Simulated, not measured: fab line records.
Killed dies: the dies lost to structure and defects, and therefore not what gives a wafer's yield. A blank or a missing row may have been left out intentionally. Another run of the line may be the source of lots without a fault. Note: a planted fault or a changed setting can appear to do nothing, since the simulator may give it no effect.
fab line records ; flow rit-cmos
[record] lots = 14; wafers = 42; last-day = 7
route steps=202 shown PWELL@48 M1@202
lots that met no fault: from a run of the same line without faults
start-h: the number of hours between the record's first day and the start of the first shown wafer of the lot ; wait-h: hours since the lot's step before ; " as in the row above ; L1.1+2: a single row standing in for several wafers ; - no value present, or no start provided ; * or withheld: withheld ; < > ~ a bound
route shown NAME@n: NAME is a module with steps in the file, n the number in the route of the first one ; usual: mean/standard deviation of fault-free wafers ; same: alike in all rows ; chamber/n: place in a boat ; sites: each site's reading ; _std_site: the values' standard deviation ; _edge_site: mean of outer sites minus mean of inner sites ; radius-mm: how far each site lies from the wafer's centre ; mask NAME#n: copy n ; behind: the most recent tool/chamber to have shaped the wafer ; hold: why the lot went on hold/how many hours it stayed there/how the hold came to an end ; device: whichever transistor did not switch (one of n, p or np) ; end of line: the tests these same wafers got at the end of their route ; step lacking rows: just its recipe ; killed: at the first sort, the dies lost to defects and structure; wafer yield is something else ; map: a wafer's dies, x killed, . not, _ none there
set.NAME: the setting the step ran with; set.NAME@STEP: the setting that earlier step ran with ; model.NAME: the simulator's own value behind a step, which no gauge read
one table for each step of the route and one row for each wafer, over a sample of lots
services: a tool's chamber out of use, with start hour (start-h, from the record's first day; less than 0 if before it), hours out, and reason
[[steps]]
[step RIT_PWELL_STRIP_09]
[recipe] chemistry = O2; time-s = 180; resist = NOVOLAK; platen-temp-c = withheld; power-w = 500; pressure-mtorr = 4000; o2-flow-sccm = 4000
[usual] drypump-motor-current-A = 5.66/0.21; o2-flow-sccm = 4001/12
lot.wafer;tool;chamber;start-h;wait-h;drypump-motor-current-A;o2-flow-sccm;rf-hours-counter-h
L634.3;plasma-asher-03;0;32.47;0.1;5.87;4011;-
L634.5;plasma-asher-03;0;32.47;0.1;5.88;4017;-
L634.6;plasma-asher-03;1;32.47;0.1;5.47;3993;-
L635.1;plasma-asher-02;1;39.65;0.1;5.36;4004;40
L635.3;plasma-asher-02;1;39.65;0.1;5.38;4000;-
L635.6;plasma-asher-02;1;39.65;0.1;5.40;3999;-
L636.2;plasma-asher-02;1;48.99;0.1;5.35;4009;41
L636.3;plasma-asher-02;1;48.99;0.1;5.36;4008;-
L636.4;plasma-asher-02;0;48.99;0.1;5.80;4007;-
L637.1;plasma-asher-01;1;49.36;0.1;5.80;4004;38
L637.5;plasma-asher-01;0;49.36;0.1;5.86;3979;-
L637.6;plasma-asher-01;1;49.36;0.1;5.81;4008;-
L639.1;plasma-asher-01;0;55.67;0.1;5.85;4007;38
L639.2;plasma-asher-01;1;55.67;0.1;5.78;4002;38
L639.6;plasma-asher-01;1;55.67;0.1;5.78;4014;-
L638.2;plasma-asher-02;1;56.09;0.1;5.37;4011;41
L638.3;plasma-asher-02;0;56.09;0.1;5.73;3998;-
L638.5;plasma-asher-02;1;56.09;0.1;5.38;4027;-
L640.2;plasma-asher-01;0;60.62;0.1;5.87;3987;39
L640.3;plasma-asher-01;0;60.62;0.1;5.86;3986;-
L640.5;plasma-asher-01;0;60.62;0.1;5.86;3993;-
L644.2;plasma-asher-02;1;73.57;0.1;5.35;4018;44
L644.3;plasma-asher-02;1;73.57;0.1;5.36;4002;-
L644.5;plasma-asher-02;1;73.57;0.1;5.38;4001;-
L648.3;plasma-asher-03;1;95.27;0.1;5.45;4796;-
L648.4;plasma-asher-03;0;95.27;0.1;5.86;3996;-
L648.6;plasma-asher-03;0;95.27;0.1;5.87;4006;-
L650.1;plasma-asher-03;1;104.02;0.1;5.45;4793;45
L650.3;plasma-asher-03;1;104.02;0.1;5.44;4799;-
L650.6;plasma-asher-03;0;104.02;0.1;5.88;3987;-
L652.1;plasma-asher-02;0;118.06;0.1;5.77;4003;50
L652.3;plasma-asher-02;0;118.06;0.1;5.77;3995;-
L652.6;plasma-asher-02;0;118.06;0.1;5.77;4016;-
L654.3;plasma-asher-02;0;123.19;0.1;5.79;4001;-
L654.4;plasma-asher-02;1;123.19;0.1;5.38;3968;-
L654.6;plasma-asher-02;1;123.19;0.1;5.35;3991;-
L655.1;plasma-asher-02;1;135.15;0.1;5.37;4000;52
L655.4;plasma-asher-02;1;135.15;0.1;5.36;4012;-
L655.6;plasma-asher-02;0;135.15;0.1;5.77;4004;-
L657.2;plasma-asher-01;1;140.35;0.1;5.79;3994;2
L657.4;plasma-asher-01;0;140.35;0.1;5.86;4001;-
L657.5;plasma-asher-01;0;140.35;0.1;5.86;4000;-
[step RIT_M1_PROBE_99]
[usual] killed_at_M0_to_M3 = 0.0/0.14; killed-at-front-end = 7.3/2.8; killed-dies = 7.3/2.8; killed-open = 3.8/1.9; killed-short = 3.5/1.8
[same] gross-dies = 264; killed_at_M4_up = 0; killed-at-back-side = 0; killed-at-contacts = 0; killed-at-other = 0
lot.wafer;tool;chamber;start-h;wait-h;killed_at_M0_to_M3;killed-at-front-end;killed-dies;killed-open;killed-short
L650.1;prober-01;-;150.95;0.1;0;13;13;9;4
L650.3;prober-01;-;151.05;0.2;0;6;6;2;4
L650.6;prober-01;-;151.20;0.2;0;6;6;4;2
// killed by level:class
L650.1 GATE:geometric-particle:open=3 REOX:geometric-particle:open=2 SILICIDE:geometric-particle:open=2 FOX1:geometric-particle:short=1 FOX1:geometric-particle:open=1 GATE:geometric-particle:short=1 REOX:geometric-particle:short=1 SPACER:geometric-particle:open=1
L650.3 GATE:geometric-particle:short=2 FOX1:geometric-particle:open=1 FOX1:geometric-particle:short=1 SILICIDE:geometric-particle:short=1 SILICIDE:geometric-particle:open=1
L650.6 GATE:geometric-particle:short=2 SILICIDE:geometric-particle:open=2 GATE:geometric-particle:open=1 REOX:geometric-particle:open=1
[[services]]
tool;chamber;start-h;hours;kind
plasma-asher-01;-;12.43;2.8;pm
plasma-asher-01;-;83.33;28.1;pm
plasma-asher-01;-;111.44;9.0;pm
plasma-asher-01;0;111.44;9.0;vent-cycle
plasma-asher-01;1;111.44;9.0;vent-cycle
plasma-asher-01;-;113.25;4.2;repair
plasma-asher-01;0;120.44;-;clean
plasma-asher-01;1;120.44;-;clean
[[key]]
[first-sign] step = RIT_PWELL_STRIP_09; reading = o2-flow-sccm; direction = up; sigmas = 69; usual = 4001; struck = 4796
effect none on later readings
met-at RIT_PWELL_STRIP_09
struck-lots L648,L650
struck-wafers L648.3,L650.1,L650.3
tester-left-out L648,L650
onset-between 32.47 95.27
[fault] kind = process-parameter-drift; tool = plasma-asher-03; chamber = 1; onset-h = 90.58; steps = RIT_PWELL_STRIP_09; channel = o2-flow-sccm; offset = 800; shape = step; end-h = 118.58; acts-in = these-recipes-only; stated = 4000
// tester-left-out: of these lots the tester's yield and bins aren't shown, on N5 and GAA mostly nor the transistor test; their killed dies are dies lost to structure and defects alone, not to doping, threshold or leakage, so they don't give the yield
